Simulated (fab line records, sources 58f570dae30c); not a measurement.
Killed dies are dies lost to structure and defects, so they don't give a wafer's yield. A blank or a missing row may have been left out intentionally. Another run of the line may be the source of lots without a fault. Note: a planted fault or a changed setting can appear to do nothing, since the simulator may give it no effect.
Which tool is to blame? || flow berkeley_cmos170 || Sampling: 14 lots, 42 wafers, 2 of 331 route steps

== WHAT THE GAUGES SHOWED, per wafer ==
The record lacks any reading of a measuring or inspecting step that a usual standard deviation could be used to judge.

== WHICH TOOL RAN EACH LOT (tool, then ch and the chambers of the sampled wafers, then the start) ==
{"lot": "L882", "UCB170_V2_ETCH_14": "rie_diel-04 ch 0,1,3, day 8 13:09", "UCB170_V2_STRIP_15": "plasma_asher-01 ch 0, day 8 13:19"}
{"lot": "L883", "UCB170_V2_ETCH_14": "rie_diel-02 ch 1,3, day 8 23:37", "UCB170_V2_STRIP_15": "plasma_asher-04 ch 0,1, day 8 23:49"}
{"lot": "L886", "UCB170_V2_ETCH_14": "rie_diel-04 ch 0,1, day 9 18:28", "UCB170_V2_STRIP_15": "plasma_asher-01 ch 0,1, day 9 18:44"}
{"lot": "L885", "UCB170_V2_ETCH_14": "rie_diel-01 ch 1,2, day 9 18:49", "UCB170_V2_STRIP_15": "plasma_asher-02 ch 0,1, day 9 19:01"}
{"lot": "L887", "UCB170_V2_ETCH_14": "rie_diel-02 ch 1,3, day 9 18:56", "UCB170_V2_STRIP_15": "plasma_asher-01 ch 0,1, day 9 19:06"}
{"lot": "L889", "UCB170_V2_ETCH_14": "rie_diel-02 ch 1,2,3, day 10 01:31", "UCB170_V2_STRIP_15": "plasma_asher-01 ch 0,1, day 10 01:41"}
{"lot": "L893", "UCB170_V2_ETCH_14": "rie_diel-02 ch 0,1,2, day 11 03:52", "UCB170_V2_STRIP_15": "plasma_asher-01 ch 0,1, day 11 04:02"}
{"lot": "L896", "UCB170_V2_ETCH_14": "rie_diel-04 ch 0,3, day 11 12:47", "UCB170_V2_STRIP_15": "plasma_asher-01 ch 0,1, day 11 12:58"}
{"lot": "L895", "UCB170_V2_ETCH_14": "rie_diel-02 ch 2,3, day 12 01:09", "UCB170_V2_STRIP_15": "plasma_asher-02 ch 0,1, day 12 01:20"}
{"lot": "L897", "UCB170_V2_ETCH_14": "rie_diel-04 ch 0,1,3, day 12 02:37", "UCB170_V2_STRIP_15": "plasma_asher-04 ch 0,1, day 12 02:47"}
{"lot": "L898", "UCB170_V2_ETCH_14": "rie_diel-01 ch 0,1,3, day 12 03:06", "UCB170_V2_STRIP_15": "plasma_asher-01 ch 0,1, day 12 03:17"}
{"lot": "L904", "UCB170_V2_ETCH_14": "rie_diel-01 ch 0,1,3, day 12 19:10", "UCB170_V2_STRIP_15": "plasma_asher-01 ch 1, day 12 19:20"}
{"lot": "L902", "UCB170_V2_ETCH_14": "rie_diel-01 ch 0,2,3, day 12 21:36", "UCB170_V2_STRIP_15": "plasma_asher-01 ch 0,1, day 12 21:47"}
{"lot": "L903", "UCB170_V2_ETCH_14": "rie_diel-01 ch 0,1,2, day 13 00:40", "UCB170_V2_STRIP_15": "plasma_asher-04 ch 0,1, day 13 00:50"}
- UCB170_V2_ETCH_14: etches SiO2 in CHF3/CF4/Ar, stops on Al, target depth 1250 nm, time 291 s.
- UCB170_V2_STRIP_15: strips in O2.

== AS READ BY THE TOOLS THEMSELVES (means over the sampled wafers that have a number; for cases with no such wafer, the mark the record gives instead) ==
UCB170_V2_ETCH_14. Usual: drypump_motor_current_A 5.8 A, standard deviation 0.49; oes_product_au 0.878 a.u., standard deviation 0.013; rf_fwd_power_W 698.2 W, standard deviation 2.3; throttle_valve_pct 6.94 %, standard deviation 0.11.
{"lot": "L882", "tool": "rie_diel-04", "drypump_motor_current_A (A)": 5.7, "oes_product_au (a.u.)": 0.884, "rf_fwd_power_W (W)": 697.5, "throttle_valve_pct (%)": 6.92, "flag": ""}
{"lot": "L883", "tool": "rie_diel-02", "drypump_motor_current_A (A)": 5.9, "oes_product_au (a.u.)": 0.874, "rf_fwd_power_W (W)": 696.8, "throttle_valve_pct (%)": 6.89, "flag": ""}
{"lot": "L886", "tool": "rie_diel-04", "drypump_motor_current_A (A)": 5.6, "oes_product_au (a.u.)": 0.882, "rf_fwd_power_W (W)": 697.0, "throttle_valve_pct (%)": 6.88, "flag": ""}
{"lot": "L885", "tool": "rie_diel-01", "drypump_motor_current_A (A)": 5.0, "oes_product_au (a.u.)": 0.870, "rf_fwd_power_W (W)": 698.7, "throttle_valve_pct (%)": 6.98, "flag": ""}
{"lot": "L887", "tool": "rie_diel-02", "drypump_motor_current_A (A)": 5.9, "oes_product_au (a.u.)": 0.872, "rf_fwd_power_W (W)": 700.0, "throttle_valve_pct (%)": 6.80, "flag": ""}
{"lot": "L889", "tool": "rie_diel-02", "drypump_motor_current_A (A)": 6.1, "oes_product_au (a.u.)": 0.881, "rf_fwd_power_W (W)": 700.5, "throttle_valve_pct (%)": 6.93, "flag": ""}
{"lot": "L893", "tool": "rie_diel-02", "drypump_motor_current_A (A)": 6.1, "oes_product_au (a.u.)": 0.855, "rf_fwd_power_W (W)": 699.8, "throttle_valve_pct (%)": 6.88, "flag": ""}
{"lot": "L896", "tool": "rie_diel-04", "drypump_motor_current_A (A)": 5.8, "oes_product_au (a.u.)": 0.883, "rf_fwd_power_W (W)": 698.6, "throttle_valve_pct (%)": 6.93, "flag": ""}
{"lot": "L895", "tool": "rie_diel-02", "drypump_motor_current_A (A)": 6.3, "oes_product_au (a.u.)": 0.869, "rf_fwd_power_W (W)": 697.1, "throttle_valve_pct (%)": 7.06, "flag": ""}
{"lot": "L897", "tool": "rie_diel-04", "drypump_motor_current_A (A)": 5.7, "oes_product_au (a.u.)": 0.887, "rf_fwd_power_W (W)": 698.6, "throttle_valve_pct (%)": 6.92, "flag": ""}
{"lot": "L898", "tool": "rie_diel-01", "drypump_motor_current_A (A)": 5.9, "oes_product_au (a.u.)": 0.874, "rf_fwd_power_W (W)": 697.8, "throttle_valve_pct (%)": 7.01, "flag": ""}
{"lot": "L904", "tool": "rie_diel-01", "drypump_motor_current_A (A)": 5.9, "oes_product_au (a.u.)": 0.872, "rf_fwd_power_W (W)": 698.7, "throttle_valve_pct (%)": 7.01, "flag": ""}
{"lot": "L902", "tool": "rie_diel-01", "drypump_motor_current_A (A)": 5.9, "oes_product_au (a.u.)": 0.870, "rf_fwd_power_W (W)": 697.9, "throttle_valve_pct (%)": 7.01, "flag": ""}
{"lot": "L903", "tool": "rie_diel-01", "drypump_motor_current_A (A)": 5.5, "oes_product_au (a.u.)": 0.876, "rf_fwd_power_W (W)": 698.9, "throttle_valve_pct (%)": 7.02, "flag": ""}

UCB170_V2_STRIP_15. Usual: drypump_motor_current_A 6.00 A, standard deviation 0.25; oes_product_au 0.722 a.u., standard deviation 0.0049; strip_time_to_endpoint_s 15.35 s, standard deviation 0.13.
{"lot": "L882", "tool": "plasma_asher-01", "drypump_motor_current_A (A)": 5.90, "oes_product_au (a.u.)": 0.728, "strip_time_to_endpoint_s (s)": 15.37, "flag": ""}
{"lot": "L883", "tool": "plasma_asher-04", "drypump_motor_current_A (A)": 6.11, "oes_product_au (a.u.)": 0.719, "strip_time_to_endpoint_s (s)": 15.25, "flag": ""}
{"lot": "L886", "tool": "plasma_asher-01", "drypump_motor_current_A (A)": 5.94, "oes_product_au (a.u.)": 0.719, "strip_time_to_endpoint_s (s)": 15.39, "flag": ""}
{"lot": "L885", "tool": "plasma_asher-02", "drypump_motor_current_A (A)": 5.94, "oes_product_au (a.u.)": 0.722, "strip_time_to_endpoint_s (s)": 15.29, "flag": ""}
{"lot": "L887", "tool": "plasma_asher-01", "drypump_motor_current_A (A)": 5.94, "oes_product_au (a.u.)": 0.716, "strip_time_to_endpoint_s (s)": 15.31, "flag": ""}
{"lot": "L889", "tool": "plasma_asher-01", "drypump_motor_current_A (A)": 5.96, "oes_product_au (a.u.)": 0.722, "strip_time_to_endpoint_s (s)": 15.37, "flag": ""}
{"lot": "L893", "tool": "plasma_asher-01", "drypump_motor_current_A (A)": 5.94, "oes_product_au (a.u.)": 0.721, "strip_time_to_endpoint_s (s)": 16.86, "flag": "OFF"}
{"lot": "L896", "tool": "plasma_asher-01", "drypump_motor_current_A (A)": 5.95, "oes_product_au (a.u.)": 0.725, "strip_time_to_endpoint_s (s)": 15.24, "flag": ""}
{"lot": "L895", "tool": "plasma_asher-02", "drypump_motor_current_A (A)": 5.95, "oes_product_au (a.u.)": 0.724, "strip_time_to_endpoint_s (s)": 16.87, "flag": "OFF"}
{"lot": "L897", "tool": "plasma_asher-04", "drypump_motor_current_A (A)": 6.12, "oes_product_au (a.u.)": 0.723, "strip_time_to_endpoint_s (s)": 15.34, "flag": ""}
{"lot": "L898", "tool": "plasma_asher-01", "drypump_motor_current_A (A)": 5.95, "oes_product_au (a.u.)": 0.719, "strip_time_to_endpoint_s (s)": 15.32, "flag": ""}
{"lot": "L904", "tool": "plasma_asher-01", "drypump_motor_current_A (A)": 6.01, "oes_product_au (a.u.)": 0.725, "strip_time_to_endpoint_s (s)": 15.37, "flag": ""}
{"lot": "L902", "tool": "plasma_asher-01", "drypump_motor_current_A (A)": 5.95, "oes_product_au (a.u.)": 0.723, "strip_time_to_endpoint_s (s)": 15.39, "flag": ""}
{"lot": "L903", "tool": "plasma_asher-04", "drypump_motor_current_A (A)": 6.11, "oes_product_au (a.u.)": 0.726, "strip_time_to_endpoint_s (s)": 15.35, "flag": ""}

== THE ANSWER, worked out from the rows above alone ==
Rule: take the mean of a lot's wafers that have a number; if it is more than 3 standard deviations from the usual mean, the lot is off. Also off: a lot with no number at a reading for which 4 or more lots have one. Where the step has rows for the other lots, those lots are counted as sound. Order of review: gauges by route order, followed by the tools' own readings, for which a lot's mean as printed above is used. The first step at which some lot is off is used, and at that step the reading that is off furthest; a lot without a number counts as furthest.
Off: L893, L895 (UCB170_V2_STRIP_15, strip_time_to_endpoint_s).
A tool fits if, at that step or a process step before it, it ran every lot that is off, and no sound lot after the first of them. One candidate fits, namely rie_diel-02 at UCB170_V2_ETCH_14. Its last sound lot is L889 (day 10 01:31), its first lot that is off L893 (day 11 03:52): a fault that began between those two fits.

== WHAT HAD BEEN PUT IN BY THE SIMULATOR ==
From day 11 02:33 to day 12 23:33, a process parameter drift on rie_diel-02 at UCB170_V2_ETCH_14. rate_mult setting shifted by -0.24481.
Lots struck among those shown: L893, L895. The same result came from the rule above.
